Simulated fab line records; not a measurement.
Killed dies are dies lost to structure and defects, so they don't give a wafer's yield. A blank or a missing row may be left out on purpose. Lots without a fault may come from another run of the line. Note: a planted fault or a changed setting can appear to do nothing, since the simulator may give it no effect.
fab line records	flow berkeley_cmos170
record: lots: 5	wafers: 27
route steps=331 shown START@3 PWELL@39 ACTIVE@65 CONTACT@217 M1@249 V1@268 M3@331
start_h: the number of hours between the record's first day and the start of the first shown wafer of the lot	wait_h: how many hours have passed since the lot's step before this one	" repeats the value in the row above	L1.1+2: a single row standing in for several wafers	- no value, or no start given	* or withheld: withheld	< > ~ a bound
route shown NAME@n: names a module that has steps shown in the file, with the first one's number in the route	usual: mean and standard deviation over wafers with no fault	same: alike in all rows	chamber/n: place in a boat	sites: the reading at each site	_std_site: how widely they spread, as a standard deviation	_edge_site: mean of outer sites minus mean of inner sites	radius_mm: how far each site lies from the wafer's centre	mask NAME#n: copy n	behind: the most recent tool/chamber to have shaped the wafer	hold: why the lot went on hold/how many hours it stayed there/how the hold came to an end	device: the transistor (n, p or np) that didn't switch	end of line: tests of these same wafers at the route's end	where a step has no rows: the recipe by itself	killed: count of dies lost to structure and defects at first sort (not the wafer's yield)	map: shows each die of a wafer: x if killed, . if not, _ if none is there
set.NAME: the run value of the setting; set.NAME@STEP: its run value at that earlier step	model.NAME: the simulator's own value behind a step, which no gauge read
lots run with intentionally changed settings; tables by step, rows by wafer
== steps ==
step: UCB170_START_OXIDATION_02
recipe: temp_c: 950	ambient: O2	target_thk_a: 200	ox_time_s: 1800
lot.wafer	tool	chamber	start_h	wait_h	set.ox_time_s	model.SiO2_of_START_OXIDATION_02.thk_nm
L078.2	furnace-01	0	32.32	2.2	1800	19.56
L078.3	"	0	"	"	1800	19.76
L078.5	"	0	"	"	1800	19.68
L080.1	-	-	-	2.0	2503	24.98
L080.2	"	-	"	"	2503	24.73
L080.3	"	-	"	"	2503	25.38
L080.4	"	-	"	"	2503	25.15
L080.5	"	-	"	"	2503	25.13
L080.6	"	-	"	"	2503	25.05
L081.1	-	-	-	1.5	2313	24.1
L081.2	"	-	"	"	2313	23.71
L081.3	"	-	"	"	2313	23.91
L081.4	"	-	"	"	2313	23.7
L081.5	"	-	"	"	2313	24.09
L081.6	"	-	"	"	2313	23.95
L082.1	-	-	-	3.2	1800	19.78
L082.2	"	-	"	"	1800	19.67
L082.3	"	-	"	"	1800	19.89
L082.4	"	-	"	"	1800	19.98
L082.5	"	-	"	"	1800	19.91
L082.6	"	-	"	"	1800	20
L085.1	-	-	-	1.0	2424	24.22
L085.2	"	-	"	"	2424	23.59
L085.3	"	-	"	"	2424	24.31
L085.4	"	-	"	"	2424	24.18
L085.5	"	-	"	"	2424	24.53
L085.6	"	-	"	"	2424	24.2
step: UCB170_START_THK_MEAS_03
recipe: reads: SiO2_of_START_OXIDATION_02
usual: START_OXIDE_THK: 20.1/0.32
lot.wafer	tool	chamber	start_h	wait_h	set.ox_time_s@START_OXIDATION_02	START_OXIDE_THK[nm]
L078.2	film_metro-01	-	33.83	0.0	1800	19.6
L078.3	"	-	"	"	1800	19.8
L078.5	"	-	"	"	1800	19.7
L080.1	film_metro-03	-	-	-	2503	25.0
L080.2	"	-	"	"	2503	24.7
L080.3	"	-	"	"	2503	25.4
L080.4	"	-	"	"	2503	25.2
L080.5	"	-	"	"	2503	25.1
L080.6	"	-	"	"	2503	25.1
L081.1	film_metro-04	-	-	-	2313	24.1
L081.2	"	-	"	"	2313	23.7
L081.3	"	-	"	"	2313	23.9
L081.4	"	-	"	"	2313	23.7
L081.5	"	-	"	"	2313	24.1
L081.6	"	-	"	"	2313	24.0
L082.1	film_metro-04	-	-	-	1800	19.7
L082.2	"	-	"	"	1800	19.6
L082.3	"	-	"	"	1800	19.9
L082.4	"	-	"	"	1800	20.0
L082.5	"	-	"	"	1800	19.9
L082.6	"	-	"	"	1800	20.0
L085.1	film_metro-01	-	-	-	2424	24.2
L085.2	"	-	"	"	2424	23.6
L085.3	"	-	"	"	2424	24.3
L085.4	"	-	"	"	2424	24.2
L085.5	"	-	"	"	2424	24.5
L085.6	"	-	"	"	2424	24.2
step: UCB170_PWELL_CVD_05
recipe: material: Si3N4	target_thk_nm: 220	temp_c: 800	precursor: SiH2Cl2/NH3	time_s: 3300	pressure_mtorr: 200	sih2cl2_flow_sccm: 25	nh3_flow_sccm: 75
lot.wafer	tool	chamber	start_h	wait_h	set.time_s	model.Si3N4_of_PWELL_CVD_05.thk_nm
L078.2	lpcvd-02	0	63.77	0.4	3300	219.1
L078.3	"	0	"	"	3300	220
L078.5	"	0	"	"	3300	219
L080.1	-	-	-	0.0	1961	132.9
L080.2	"	-	"	"	1961	133.4
L080.3	"	-	"	"	1961	130.5
L080.4+6	"	-	"	"	1961	132.5
L080.5	"	-	"	"	1961	131
L081.1	-	-	-	0.0	3300	222
L081.2	"	-	"	"	3300	221.7
L081.3	"	-	"	"	3300	223.1
L081.4	"	-	"	"	3300	222.9
L081.5	"	-	"	"	3300	221.9
L081.6	"	-	"	"	3300	221
L082.1	-	-	-	0.0	1987	133.9
L082.2	"	-	"	"	1987	133.7
L082.3	"	-	"	"	1987	134.5
L082.4	"	-	"	"	1987	132.9
L082.5	"	-	"	"	1987	132.2
L082.6	"	-	"	"	1987	134.2
L085.1	-	-	-	2.6	4711	313.6
L085.2	"	-	"	"	4711	314.2
L085.3	"	-	"	"	4711	313.9
L085.4	"	-	"	"	4711	314.5
L085.5	"	-	"	"	4711	314.6
L085.6	"	-	"	"	4711	312.7
step: UCB170_PWELL_THK_MEAS_06
recipe: reads: Si3N4_of_PWELL_CVD_05
usual: PWELL_NITRIDE_THK: 220.5/1.7
lot.wafer	tool	chamber	start_h	wait_h	set.time_s@PWELL_CVD_05	PWELL_NITRIDE_THK[nm]
L078.2	film_metro-03	-	66.66	0.0	3300	219.3
L078.3	"	-	"	"	3300	219.9
L078.5	"	-	"	"	3300	219.0
L080.1	film_metro-04	-	-	-	1961	132.8
L080.2	"	-	"	"	1961	133.3
L080.3	"	-	"	"	1961	130.6
L080.4	"	-	"	"	1961	132.6
L080.5	"	-	"	"	1961	131.0
L080.6	"	-	"	"	1961	132.6
L081.1	film_metro-02	-	-	-	3300	221.9
L081.2	"	-	"	"	3300	221.8
L081.3	"	-	"	"	3300	223.0
L081.4	"	-	"	"	3300	222.9
L081.5	"	-	"	"	3300	221.8
L081.6	"	-	"	"	3300	220.9
L082.1	film_metro-03	-	-	-	1987	133.9
L082.2	"	-	"	"	1987	133.7
L082.3	"	-	"	"	1987	134.4
L082.4	"	-	"	"	1987	132.8
L082.5	"	-	"	"	1987	132.1
L082.6	"	-	"	"	1987	134.2
L085.1	film_metro-04	-	-	-	4711	313.5
L085.2	"	-	"	"	4711	314.1
L085.3	"	-	"	"	4711	313.8
L085.4	"	-	"	"	4711	314.6
L085.5	"	-	"	"	4711	314.6
L085.6	"	-	"	"	4711	312.8
step: UCB170_ACTIVE_CVD_05
recipe: material: Si3N4	target_thk_nm: 220	temp_c: 800	precursor: SiH2Cl2/NH3	time_s: 3300	pressure_mtorr: 200	sih2cl2_flow_sccm: 25	nh3_flow_sccm: 75
lot.wafer	tool	chamber	start_h	wait_h	set.time_s	model.Si3N4_of_ACTIVE_CVD_05.thk_nm
L078.2	lpcvd-02	0	96.11	0.0	3300	221.1
L078.3	"	0	"	"	3300	220.2
L078.5	"	0	"	"	3300	222.6
L080.1	-	-	-	0.0	3300	221.3
L080.2	"	-	"	"	3300	220.8
L080.3	"	-	"	"	3300	221.7
L080.4	"	-	"	"	3300	220.6
L080.5	"	-	"	"	3300	221
L080.6	"	-	"	"	3300	221.2
L081.1	-	-	-	0.0	3300	218.4
L081.2+5	"	-	"	"	3300	219.6
L081.3	"	-	"	"	3300	218.9
L081.4	"	-	"	"	3300	220.4
L081.6	"	-	"	"	3300	217.7
L082.1	-	-	-	0.0	3901	260
L082.2	"	-	"	"	3901	259.8
L082.3	"	-	"	"	3901	258.8
L082.4	"	-	"	"	3901	260.2
L082.5	"	-	"	"	3901	259
L082.6	"	-	"	"	3901	257.8
L085.1	-	-	-	0.0	1860	121.1
L085.2	"	-	"	"	1860	123.7
L085.3	"	-	"	"	1860	120.7
L085.4	"	-	"	"	1860	121
L085.5	"	-	"	"	1860	121.8
L085.6	"	-	"	"	1860	122.3
step: UCB170_ACTIVE_THK_MEAS_06
recipe: reads: Si3N4_of_ACTIVE_CVD_05
usual: ACTIVE_NITRIDE_THK: 220.0/1.6
lot.wafer	tool	chamber	start_h	wait_h	set.time_s@ACTIVE_CVD_05	ACTIVE_NITRIDE_THK[nm]
L078.2	film_metro-03	-	98.04	0.0	3300	221.2
L078.3	"	-	"	"	3300	220.2
L078.5	"	-	"	"	3300	222.6
L082.1	film_metro-03	-	-	-	3901	260.1
L082.2	"	-	"	"	3901	259.7
L082.3	"	-	"	"	3901	258.8
L082.4	"	-	"	"	3901	260.0
L082.5	"	-	"	"	3901	258.6
L082.6	"	-	"	"	3901	257.7
L080.1	film_metro-03	-	-	-	3300	221.3
L080.2	"	-	"	"	3300	220.8
L080.3	"	-	"	"	3300	221.6
L080.4	"	-	"	"	3300	220.5
L080.5	"	-	"	"	3300	221.0
L080.6	"	-	"	"	3300	221.1
L081.1	film_metro-03	-	-	-	3300	218.4
L081.2	"	-	"	"	3300	219.6
L081.3	"	-	"	"	3300	219.0
L081.4	"	-	"	"	3300	220.4
L081.5	"	-	"	"	3300	219.5
L081.6	"	-	"	"	3300	217.7
L085.1	film_metro-01	-	-	-	1860	121.1
L085.2	"	-	"	"	1860	123.8
L085.3	"	-	"	"	1860	120.6
L085.4	"	-	"	"	1860	121.0
L085.5	"	-	"	"	1860	121.8
L085.6	"	-	"	"	1860	122.3
step: UCB170_ACTIVE_HMDS_07
recipe: prime_time_s: 60	prime_temp_c: 100
step: UCB170_ACTIVE_COAT_08
recipe: resist: KrF	spin_rpm: 1500	resist_thk_nm: 900
step: UCB170_ACTIVE_ETCH_15
recipe: chemistry: CH3F/Ar/O2	target: Si3N4	stop_on: SiO2	CH3F_flow_sccm: 20	Ar_flow_sccm: 50	O2_flow_sccm: 7	pressure_mtorr: 50	rf_w: 450	target_depth_a: 2420	over_etch_frac: 0.1	time_s: 151
usual: oes_product_au: 0.937/0.01
lot.wafer	tool	chamber	start_h	wait_h	set.time_s@ACTIVE_CVD_05	oes_product_au	model.etch.depth_nm
L078.2	rie_diel-04	1	99.09	0.0	3300	0.946	221.1
L078.3	"	0	"	"	3300	0.923	220.2
L078.5	"	2	"	"	3300	0.945	222.6
L082.1	rie_diel-02	3	114.72	0.0	3901	0.974	-
L082.2	"	0	"	"	3901	0.996	-
L082.3	"	1	"	"	3901	0.991	241.3
L082.4	"	2	"	"	3901	0.998	241.1
L082.5	"	3	"	"	3901	0.983	240
L082.6	"	2	"	"	3901	0.995	-
L080.1	rie_diel-03	3	115.00	0.0	3300	0.954	221.3
L080.2	"	2	"	"	3300	0.929	-
L080.3	"	0	"	"	3300	0.961	-
L080.4	"	1	"	"	3300	0.932	220.6
L080.5	"	0	"	"	3300	0.958	221
L080.6	"	1	"	"	3300	0.940	-
L081.1	rie_diel-02	3	115.39	0.0	3300	0.922	218.4
L081.2	"	2	"	"	3300	0.943	219.6
L081.3	"	0	"	"	3300	0.928	218.9
L081.4	"	1	"	"	3300	0.931	-
L081.5	"	0	"	"	3300	0.938	-
L081.6	"	1	"	"	3300	0.930	-
L085.1	rie_diel-04	1	142.75	0.0	1860	0.685	-
L085.2	"	3	"	"	1860	0.699	123.7
L085.3	"	0	"	"	1860	0.682	120.7
L085.4	"	2	"	"	1860	0.686	-
L085.5	"	3	"	"	1860	0.691	121.8
L085.6	"	0	"	"	1860	0.682	-
step: UCB170_CONTACT_CVD_01
recipe: material: PSG	target_thk_nm: 700	temp_c: 450	precursor: SiH4/O2/PH3	time_s: 2820	pressure_mtorr: 300	sih4_flow_sccm: 60	o2_flow_sccm: 90	ph3_flow_sccm: 25
lot.wafer	tool	chamber	start_h	wait_h	set.time_s	model.PSG_of_CONTACT_CVD_01.thk_nm
L078.2	lpcvd-01	0	155.50	0.0	2820	697.9
L078.3	"	0	"	"	2820	701.3
L078.5	"	0	"	"	2820	699.8
L080.1	-	-	-	0.0	4372	1082
L080.2	"	-	"	"	4372	1083
L080.3+5	"	-	"	"	4372	1087
L080.4	"	-	"	"	4372	1080
L080.6	"	-	"	"	4372	1081
L081.1	-	-	-	0.2	3608	898.8
L081.2	"	-	"	"	3608	902.2
L081.3	"	-	"	"	3608	896.4
L081.4	"	-	"	"	3608	896.8
L081.5	"	-	"	"	3608	895.1
L081.6	"	-	"	"	3608	895.4
L082.1	-	-	-	0.6	1697	408.9
L082.2	"	-	"	"	1697	411.2
L082.3	"	-	"	"	1697	415.7
L082.4	"	-	"	"	1697	409.1
L082.5	"	-	"	"	1697	417.2
L082.6	"	-	"	"	1697	419.7
L085.1	-	-	-	0.7	2008	492
L085.2	"	-	"	"	2008	496.6
L085.3	"	-	"	"	2008	500.8
L085.4	"	-	"	"	2008	501.2
L085.5	"	-	"	"	2008	496.5
L085.6	"	-	"	"	2008	499.5
step: UCB170_CONTACT_THK_MEAS_02
recipe: reads: PSG_of_CONTACT_CVD_01
usual: CONTACT_PSG_THK: 700/5.6
lot.wafer	tool	chamber	start_h	wait_h	set.time_s@CONTACT_CVD_01	CONTACT_PSG_THK[nm]
L078.2	film_metro-03	-	157.29	0.0	2820	698
L078.3	"	-	"	"	2820	701
L078.5	"	-	"	"	2820	700
L080.1	film_metro-01	-	-	-	4372	1082
L080.2	"	-	"	"	4372	1084
L080.3	"	-	"	"	4372	1086
L080.4	"	-	"	"	4372	1081
L080.5	"	-	"	"	4372	1087
L080.6	"	-	"	"	4372	1080
L081.1	film_metro-03	-	-	-	3608	899
L081.2	"	-	"	"	3608	902
L081.3	"	-	"	"	3608	897
L081.4	"	-	"	"	3608	896
L081.5	"	-	"	"	3608	895
L081.6	"	-	"	"	3608	895
L082.1	film_metro-02	-	-	-	1697	409
L082.2	"	-	"	"	1697	411
L082.3	"	-	"	"	1697	416
L082.4	"	-	"	"	1697	409
L082.5	"	-	"	"	1697	417
L082.6	"	-	"	"	1697	419
L085.1	film_metro-02	-	-	-	2008	492
L085.2	"	-	"	"	2008	497
L085.3	"	-	"	"	2008	501
L085.4	"	-	"	"	2008	501
L085.5	"	-	"	"	2008	496
L085.6	"	-	"	"	2008	499
step: UCB170_CONTACT_HMDS_03
recipe: prime_time_s: 60	prime_temp_c: 100
step: UCB170_CONTACT_COAT_04
recipe: resist: KrF	spin_rpm: 1500	resist_thk_nm: 900
step: UCB170_CONTACT_ETCH_17
recipe: chemistry: N2/H2	target_depth_a: withheld	overetch_a: withheld	target: BARC	time_s: withheld	source_w: 500	bias_w: 100	pressure_mtorr: 30	n2_flow_sccm: 100	h2_flow_sccm: 200
step: UCB170_CONTACT_ETCH_18
recipe: chemistry: CHF3/CF4/Ar	target: PSG	stop_on: TiSi2	CHF3_flow_sccm: 45	cf4_flow_sccm: 15	Ar_flow_sccm: 150	pressure_mtorr: 200	rf_w: 700	target_depth_a: 8400	over_etch_frac: 0.2	time_s: 195
usual: oes_product_au: 0.892/0.011
lot.wafer	tool	chamber	start_h	wait_h	set.time_s@CONTACT_CVD_01	oes_product_au	model.CONTACT.feature_depth_nm	model.etch.depth_nm
L078.2	rie_diel-02	2	-	-	2820	0.887	697.9	697.9
L078.3	"	1	"	"	2820	0.888	701.3	701.3
L078.5	"	1	"	"	2820	0.881	699.8	699.8
L082.1	rie_diel-01	0	-	-	1697	0.682	408.9	-
L082.2	"	2	"	"	1697	0.674	411.2	-
L082.3	"	1	"	"	1697	0.687	415.7	415.7
L082.4	"	3	"	"	1697	0.668	409.1	409.1
L082.5	"	1	"	"	1697	0.687	417.2	417.2
L082.6	"	0	"	"	1697	0.689	419.7	-
L080.1	rie_diel-03	1	-	-	4372	0.994	832.1	832.1
L080.2	"	3	"	"	4372	1.008	825.5	-
L080.3	"	2	"	"	4372	0.976	831.2	-
L080.4	"	0	"	"	4372	1.011	826.9	826.9
L080.5	"	1	"	"	4372	0.983	834.8	834.8
L080.6	"	0	"	"	4372	1.006	830.7	-
L081.1	rie_diel-01	3	-	-	3608	0.975	840.6	840.6
L081.2	"	0	"	"	3608	0.995	814.6	814.6
L081.3	"	2	"	"	3608	0.996	857.1	857.1
L081.4	"	1	"	"	3608	1.024	852.4	-
L081.5	"	1	"	"	3608	1.015	855.5	-
L081.6	"	2	"	"	3608	1.000	853.4	-
L085.1	rie_diel-03	0	-	-	2008	0.746	492	-
L085.2	"	3	"	"	2008	0.754	496.6	496.6
L085.3	"	1	"	"	2008	0.745	500.8	500.8
L085.4	"	2	"	"	2008	0.727	501.2	-
L085.5	"	0	"	"	2008	0.755	496.5	496.5
L085.6	"	3	"	"	2008	0.753	499.5	-
step: UCB170_CONTACT_STRIP_19
recipe: chemistry: O2	power_w: 400	pressure_mtorr: 3500	platen_temp_c: withheld	o2_flow_sccm: 400	overash_fraction: 0.5
step: UCB170_M1_ETCH_11
recipe: chemistry: N2/H2	target_depth_a: withheld	overetch_a: withheld	target: BARC	time_s: withheld	source_w: 500	bias_w: 100	pressure_mtorr: 30	n2_flow_sccm: 100	h2_flow_sccm: 200
step: UCB170_M1_METAL_ETCH_12
recipe: chemistry: Cl2/BCl3	target: Al	stop_on: PSG	pressure_mtorr: 12	target_depth_a: 7800	over_etch_frac: 0.3	time_s: 130	icp_w: 600	bias_w: 120	Cl2_flow_sccm: 90	bcl3_flow_sccm: 45
lot.wafer	tool	chamber	start_h	wait_h	set.time_s@CONTACT_CVD_01	model.PSG_of_CONTACT_CVD_01.thk_nm
L078.2	rie_metal-04	1	162.07	-	2820	658.4
L078.3	"	1	"	"	2820	661.8
L078.5	"	1	"	"	2820	660.3
L082.1	rie_metal-04	0	183.83	-	1697	371.4
L082.2	"	1	"	"	1697	371.7
L082.3	"	0	"	"	1697	377.9
L082.4	"	1	"	"	1697	369.6
L082.5	"	0	"	"	1697	379.7
L082.6	"	1	"	"	1697	380.2
L080.1	rie_metal-02	0	184.12	-	4372	1044
L080.2	"	1	"	"	4372	1045
L080.3	"	0	"	"	4372	1049
L080.4+6	"	1	"	"	4372	1042
L080.5	"	0	"	"	4372	1050
L081.1	rie_metal-03	1	184.40	-	3608	860.5
L081.2	"	0	"	"	3608	863.4
L081.3	"	0	"	"	3608	857.7
L081.4	"	1	"	"	3608	858.4
L081.5	"	1	"	"	3608	856.8
L081.6	"	0	"	"	3608	856.6
L085.1	rie_metal-04	1	216.98	-	2008	452.3
L085.2	"	0	"	"	2008	458.2
L085.3	"	1	"	"	2008	460.9
L085.4	"	0	"	"	2008	463
L085.5	"	1	"	"	2008	456.9
L085.6	"	0	"	"	2008	461.2
step: UCB170_V1_ETCH_14
recipe: chemistry: CHF3/CF4/Ar	target: SiO2	stop_on: Al	CHF3_flow_sccm: 45	cf4_flow_sccm: 15	Ar_flow_sccm: 150	pressure_mtorr: 200	rf_w: 700	target_depth_a: 12500	over_etch_frac: 0.25	time_s: 291
usual: oes_product_au: 0.873/0.0099
lot.wafer	tool	chamber	start_h	wait_h	set.target_depth_a	oes_product_au	model.KrF_of_V1_COAT_07.thk_nm
L078.2	rie_diel-04	1	169.47	0.0	12500	0.879	607.6
L078.3	"	2	"	"	12500	0.868	603.3
L078.5	"	3	"	"	12500	0.892	618.2
L082.1	rie_diel-04	1	190.58	0.0	6555	1.020	733.2
L082.2	"	2	"	"	6555	1.013	730.7
L082.3	"	2	"	"	12500	0.872	601.5
L082.4	"	1	"	"	6555	1.024	733.9
L082.5	"	2	"	"	12500	0.875	597.3
L082.6	"	1	"	"	12500	0.871	598.2
L081.1	rie_diel-01	0	190.83	0.0	12500	0.883	610.9
L081.2	"	3	"	"	18400	0.721	478.4
L081.3	"	1	"	"	12500	0.881	602.8
L081.4	"	2	"	"	12500	0.863	598.6
L081.5	"	2	"	"	18400	0.699	465.1
L081.6	"	3	"	"	18400	0.701	474.9
L080.1	rie_diel-04	2	191.30	0.0	12500	0.866	600.2
L080.2	"	1	"	"	18750	0.712	457.5
L080.3	"	2	"	"	12500	0.882	599.4
L080.4	"	1	"	"	12500	0.865	599.3
L080.5	"	1	"	"	18750	0.703	457.7
L080.6	"	2	"	"	18750	0.717	459.9
L085.1	rie_diel-03	0	226.94	0.0	17170	0.749	504.3
L085.2	"	1	"	"	17170	0.735	503.2
L085.3	"	2	"	"	12500	0.861	608.2
L085.4	"	3	"	"	12500	0.884	612.2
L085.5	"	0	"	"	12500	0.883	607.5
L085.6	"	3	"	"	17170	0.753	509.3
step: UCB170_V1_STRIP_15
recipe: chemistry: O2	power_w: 400	pressure_mtorr: 3500	platen_temp_c: withheld	o2_flow_sccm: 400	overash_fraction: 0.5
usual: strip_time_to_endpoint_s: 15.22/0.12
lot.wafer	tool	chamber	start_h	wait_h	set.target_depth_a@V1_ETCH_14	strip_time_to_endpoint_s
L078.2	plasma_asher-02	1	169.65	0.1	12500	15.26
L078.3	"	1	"	"	12500	15.15
L078.5	"	0	"	"	12500	15.52
L082.1	plasma_asher-02	0	190.85	0.2	6555	18.18
L082.2	"	1	"	"	6555	18.13
L082.3	"	1	"	"	12500	15.10
L082.4	"	0	"	"	6555	18.19
L082.5	"	0	"	"	12500	15.01
L082.6	"	1	"	"	12500	15.03
L081.1	plasma_asher-03	1	191.01	0.1	12500	15.34
L081.2	"	0	"	"	18400	12.21
L081.3	"	1	"	"	12500	15.14
L081.4	"	0	"	"	12500	15.06
L081.5	"	1	"	"	18400	11.90
L081.6	"	0	"	"	18400	12.12
L080.1	plasma_asher-03	0	191.57	0.2	12500	15.07
L080.2	"	1	"	"	18750	11.69
L080.3	"	0	"	"	12500	15.06
L080.4	"	1	"	"	12500	15.06
L080.5	"	1	"	"	18750	11.72
L080.6	"	0	"	"	18750	11.78
L085.1	plasma_asher-02	0	227.12	0.1	17170	12.82
L085.2	"	1	"	"	17170	12.79
L085.3	"	1	"	"	12500	15.25
L085.4	"	0	"	"	12500	15.33
L085.5	"	1	"	"	12500	15.24
L085.6	"	0	"	"	17170	12.92
step: UCB170_V1_CD_MEAS_90
recipe: target_cd_nm: 700
usual: cd_nm: 699.2/1.5
lot.wafer	tool	chamber	start_h	wait_h	set.target_depth_a@V1_ETCH_14	cd_nm
L078.2	cd_sem-02	-	169.77	0.1	12500	698.7
L078.3	"	-	"	"	12500	699.0
L078.5	"	-	"	"	12500	696.7
L082.1	cd_sem-01	-	190.95	0.1	6555	694.9
L082.2	"	-	"	"	6555	693.4
L082.3	"	-	"	"	12500	698.6
L082.4	"	-	"	"	6555	693.4
L082.5	"	-	"	"	12500	698.8
L082.6	"	-	"	"	12500	699.1
L081.1	cd_sem-01	-	191.11	0.1	12500	701.0
L081.2	"	-	"	"	18400	705.8
L081.3	"	-	"	"	12500	700.4
L081.4	"	-	"	"	12500	701.1
L081.5	"	-	"	"	18400	706.9
L081.6	"	-	"	"	18400	705.2
L080.1	cd_sem-02	-	191.67	0.1	12500	699.1
L080.2	"	-	"	"	18750	704.1
L080.3	"	-	"	"	12500	699.1
L080.4	"	-	"	"	12500	699.3
L080.5	"	-	"	"	18750	704.6
L080.6	"	-	"	"	18750	706.1
L085.1	cd_sem-01	-	227.30	0.2	17170	701.4
L085.2	"	-	"	"	17170	702.6
L085.3	"	-	"	"	12500	698.6
L085.4	"	-	"	"	12500	700.2
L085.5	"	-	"	"	12500	697.6
L085.6	"	-	"	"	17170	700.5
step: UCB170_M3_PROBE_99
lot.wafer	tool	chamber	start_h	wait_h	set.ox_time_s@START_OXIDATION_02	set.time_s@CONTACT_CVD_01	model.etest.nldd.line_ohm_um	model.etest.nplus_sal.width_nm	model.etest.npoly_line.line_ohm_um	model.etest.pldd.line_ohm_um	model.etest.pplus_sal.width_nm	model.etest.ppoly_line.line_ohm_um
L078.2	prober-02	-	182.07	0.1	1800	2820	1256	713.3	14.36	1803	722.2	14.57
L078.3	prober-02	-	182.12	0.2	1800	2820	1234	733.5	14.5	1763	728.9	14.72
L078.5	prober-02	-	182.22	0.2	1800	2820	1262	704.5	14.48	1799	706.7	14.85
L081.1+2+3+4+5+6	prober-02	-	206.69	0.1	2313	3608	-	-	-	-	-	-
L082.1	prober-01	-	206.81	0.1	1800	1697	-	-	14.63	-	-	15.23
L082.2	prober-01	-	206.86	0.1	1800	1697	-	-	14.86	-	-	15.23
L082.3	prober-01	-	206.91	0.2	1800	1697	-	-	14.67	-	-	15.04
L082.4	prober-01	-	206.96	0.2	1800	1697	-	-	14.52	-	-	14.98
L082.5	prober-01	-	207.01	0.2	1800	1697	-	-	14.82	-	-	15.12
L082.6	prober-01	-	207.06	0.2	1800	1697	-	-	14.7	-	-	15.03
L080.1+2+3+4+5+6	prober-01	-	207.11	0.3	2503	4372	-	-	-	-	-	-
L085.1	prober-01	-	239.90	0.1	2424	2008	1640	460.4	466	2308	455.4	729.3
L085.3	prober-01	-	240.00	0.2	2424	2008	1609	463.7	424.1	2263	464.3	716
L085.4	prober-01	-	240.05	0.2	2424	2008	1617	462.1	724.4	2331	461.4	784
killed by level:class
L078.2 PWELL:geometric_particle:short=1 GATE:geometric_particle:short=1 SILICIDE:geometric_particle:open=1 M3:geometric_particle:short=1
L078.3 M2:geometric_particle:open=1
L078.5 GATE:geometric_particle:short=1 SPACER:geometric_particle:short=1 V1:geometric_particle:short=1 NWELL:area_etch=1
== key ==
split: step: UCB170_START_OXIDATION_02	setting: ox_time_s	stated: 1800	by: lot
response: step: UCB170_START_OXIDATION_02	reading: model.SiO2_of_START_OXIDATION_02.thk_nm	change: +0.133	per: 1%	r: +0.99
response: step: UCB170_START_THK_MEAS_03	reading: START_OXIDE_THK	change: +0.133	per: 1%	r: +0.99
response: step: UCB170_M3_PROBE_99	reading: model.etest.ppoly_line.line_ohm_um	change: +21	per: 1%	r: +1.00
response: step: UCB170_M3_PROBE_99	reading: model.etest.npoly_line.line_ohm_um	change: +15.1	per: 1%	r: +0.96
split: step: UCB170_PWELL_CVD_05	setting: time_s	stated: 3300	by: lot
response: step: UCB170_PWELL_CVD_05	reading: model.Si3N4_of_PWELL_CVD_05.thk_nm	change: +2.18	per: 1%	r: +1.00
response: step: UCB170_PWELL_THK_MEAS_06	reading: PWELL_NITRIDE_THK	change: +2.18	per: 1%	r: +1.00
split: step: UCB170_ACTIVE_CVD_05	setting: time_s	stated: 3300	by: lot
response: step: UCB170_ACTIVE_CVD_05	reading: model.Si3N4_of_ACTIVE_CVD_05.thk_nm	change: +2.23	per: 1%	r: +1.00
response: step: UCB170_ACTIVE_THK_MEAS_06	reading: ACTIVE_NITRIDE_THK	change: +2.23	per: 1%	r: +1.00
response: step: UCB170_ACTIVE_ETCH_15	reading: oes_product_au	change: +0.00513	per: 1%	r: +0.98
response: step: UCB170_ACTIVE_ETCH_15	reading: model.etch.depth_nm	change: +2.02	per: 1%	r: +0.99
split: step: UCB170_CONTACT_CVD_01	setting: time_s	stated: 2820	by: lot
response: step: UCB170_CONTACT_CVD_01	reading: model.PSG_of_CONTACT_CVD_01.thk_nm	change: +7.05	per: 1%	r: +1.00
response: step: UCB170_CONTACT_THK_MEAS_02	reading: CONTACT_PSG_THK	change: +7.05	per: 1%	r: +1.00
response: step: UCB170_CONTACT_ETCH_18	reading: oes_product_au	change: +0.00353	per: 1%	r: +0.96
response: step: UCB170_CONTACT_ETCH_18	reading: model.CONTACT.feature_depth_nm	change: +4.72	per: 1%	r: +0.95
response: step: UCB170_CONTACT_ETCH_18	reading: model.etch.depth_nm	change: +4.67	per: 1%	r: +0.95
response: step: UCB170_M1_METAL_ETCH_12	reading: model.PSG_of_CONTACT_CVD_01.thk_nm	change: +7.06	per: 1%	r: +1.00
response: step: UCB170_M3_PROBE_99	reading: model.etest.pldd.line_ohm_um	change: -17.8	per: 1%	r: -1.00
response: step: UCB170_M3_PROBE_99	reading: model.etest.nldd.line_ohm_um	change: -12.9	per: 1%	r: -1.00
split: step: UCB170_V1_ETCH_14	setting: target_depth_a	stated: 12500	by: wafer
response: step: UCB170_V1_ETCH_14	reading: oes_product_au	change: -0.00331	per: 1%	r: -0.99
response: step: UCB170_V1_ETCH_14	reading: model.KrF_of_V1_COAT_07.thk_nm	change: -2.8	per: 1%	r: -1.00
response: step: UCB170_V1_STRIP_15	reading: strip_time_to_endpoint_s	change: *	per: 1%	r: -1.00
response: step: UCB170_V1_CD_MEAS_90	reading: cd_nm	change: +0.103	per: 1%	r: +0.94
